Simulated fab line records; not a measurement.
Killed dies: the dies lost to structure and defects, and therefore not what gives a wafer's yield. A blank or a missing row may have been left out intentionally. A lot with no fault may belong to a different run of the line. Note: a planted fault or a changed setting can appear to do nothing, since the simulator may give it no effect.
Which of the tools did it? + flow rit_cmos + Sampling: 7 lots, 21 wafers, 2 of 202 route steps

== WHAT THE GAUGES SHOWED, per wafer ==
RIT_PSD_TW_MEAS_10.
| lot  | measured    | on            | PSD_TW         |
|------|-------------|---------------|----------------|
| L324 | day 3 17:56 | film_metro-04 | 3456 3453 3435 |
| L326 | day 4 05:21 | film_metro-02 | 3445 3448 3420 |
| L329 | day 4 18:24 | film_metro-02 | 3425 3450 3439 |
| L332 | day 5 10:20 | film_metro-02 | 3410 3423 3411 |
| L335 | day 5 22:25 | film_metro-03 | 3414 3393 3398 |
| L340 | day 6 23:46 | film_metro-04 | 3441 3436 3450 |
| L343 | day 7 17:43 | film_metro-03 | 3426 3416 3423 |

== EACH LOT AND THE TOOL THAT RAN IT (in order: tool; ch and the chambers of the sampled wafers; start) ==
| lot  | RIT_PWELL_STRIP_09                  |
|------|-------------------------------------|
| L324 | plasma_asher-01 ch 0,1, day 2 10:33 |
| L326 | plasma_asher-03 ch 0,1, day 2 20:09 |
| L329 | plasma_asher-03 ch 0, day 3 14:37   |
| L332 | plasma_asher-03 ch 0,1, day 4 03:02 |
| L335 | plasma_asher-03 ch 0,1, day 4 16:49 |
| L340 | plasma_asher-03 ch 0,1, day 5 18:55 |
| L343 | plasma_asher-03 ch 0,1, day 6 08:16 |
- RIT_PWELL_STRIP_09: strips in O2, time 180 s.

== THE ANSWER, worked out from the rows above alone ==
Rule: what is usual is taken from the lots themselves. The widest of any qualifying gaps counts: lots, ordered by their means at a reading, are off when they make up no more than a third of the lots, leave a main group of 4 or more, and stand apart from it by 3 or more times the standard deviation of that group's means. If all means in a main group match to the digits the tables above print for the reading, that group is not used. Also off: a lot with no number at a reading for which 4 or more lots have one. All remaining lots with rows at the step are treated as sound.
Across all readings shown, no lot is off: no conclusion can be drawn from this.

== WHAT THE SIMULATOR HAD PUT IN ==
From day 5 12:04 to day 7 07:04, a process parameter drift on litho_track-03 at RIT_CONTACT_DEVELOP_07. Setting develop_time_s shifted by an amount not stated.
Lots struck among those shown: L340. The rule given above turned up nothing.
